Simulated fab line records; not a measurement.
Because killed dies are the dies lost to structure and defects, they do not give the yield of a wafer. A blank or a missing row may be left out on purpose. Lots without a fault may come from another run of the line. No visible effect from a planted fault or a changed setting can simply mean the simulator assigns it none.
A lot that was struck, set against a sound lot    flow berkeley-cmos170    17 out of 331 route steps
Sound: these wafers, L504.2, L504.4, L504.5. Wafers L515.1, L515.2, L515.3 were the ones struck. The cause comes at the end.
For every step that has rows: the tool of each side, followed by ch and its chambers, followed by its first start. Under that, the readings that differ: sound wafers    struck wafers    difference of the means    sigmas: that difference in standard deviations of wafers without a fault.
alike: same words and numbers on both sides, and readings whose means sit less than 2 such deviations apart. not compared: any withheld reading, any reading some wafer has no value for, any bound like >300 that may hide the same value, and any number with overlapping values for which the record gives no deviation.
A row with sigmas, a row that says differs or no value, or rows on one side alone: a step with any of these is where the two part. Numbers that have no deviation but don't overlap get no sigmas and don't part them. A reading missing from all wafers of one side parts the sides only when that side holds two or more wafers.

UCB170_NWELL_THK_MEAS_02:
  struck on film-metro-01, day 4 03:23; sound on film-metro-01, day 2 02:24
reading               sound           struck          difference  sigmas
NWELL_OXIDE_THK (nm)  27.6 27.4 27.9  26.3 26.6 26.4  -1.2        -2
then, 2 steps without rows for these wafers: UCB170_NWELL_ANNEAL_03 (time 900 s); UCB170_NWELL_CVD_04 (deposits Si3N4 from SiH2Cl2/NH3, target thk 224 nm, time 3360 s).
UCB170_NWELL_THK_MEAS_05:
  struck on film-metro-03, day 4 09:06; sound on film-metro-01, day 2 09:24
  alike: NWELL_NITRIDE_THK
then, 6 steps without rows for these wafers: UCB170_NWELL_HMDS_06 (prime time 60 s); UCB170_NWELL_COAT_07 (resist thk 900 nm); UCB170_NWELL_SOFTBAKE_08 (time 60 s); UCB170_NWELL_EXPOSE_09 (exposes mask NWELL, target cd 3000 nm); UCB170_NWELL_PEB_10; UCB170_NWELL_DEVELOP_11 (develop time 45 s).
UCB170_NWELL_OVL_MEAS_12:
  struck on overlay-02, day 4 10:11; sound on overlay-01, day 2 10:32
  alike: NWELL_OVL
UCB170_NWELL_ETCH_13: etches Si3N4 in CH3F/Ar/O2, stops on SiO2, target depth 246.4 nm, time 154 s.
  sound on rie-diel-01 ch 0,3, day 2 10:34; struck on rie-diel-04 ch 0,1,3, day 4 10:14
  alike: drypump-motor-current-A, oes-product-au, throttle-valve-pct
  not compared: rf-hours-counter-h
UCB170_NWELL_IMPLANT_14:
  sound on implanter-02 ch 0, day 2 10:41; struck on implanter-03 ch 0, day 4 10:38
UCB170_NWELL_STRIP_15: strips in O2.
  sound on plasma-asher-01 ch 0,1, day 2 10:49; struck on plasma-asher-03 ch 0,1, day 4 10:47
  alike: drypump-motor-current-A, oes-product-au, strip-time-to-endpoint-s
  not compared: rf-hours-counter-h
UCB170_NWELL_TW_MEAS_16:
  struck on film-metro-04, day 4 10:53; sound on film-metro-04, day 2 10:55
reading   sound           struck          difference  sigmas
NWELL_TW  1244 1246 1244  1555 1553 1552  +309        +31
then, 1 step without rows for these wafers: UCB170_NWELL_CLEAN_17 (cleans in SPM, time 600 s).
UCB170_M3_PROBE_99:
  the record has rows for the sound wafers here (prober-02, day 8 05:27) and none for the struck ones

## WHERE THEY PART
At UCB170_NWELL_THK_MEAS_02 first; at UCB170_M3_PROBE_99 last (within this record only).

WHY: whatever the simulator had introduced
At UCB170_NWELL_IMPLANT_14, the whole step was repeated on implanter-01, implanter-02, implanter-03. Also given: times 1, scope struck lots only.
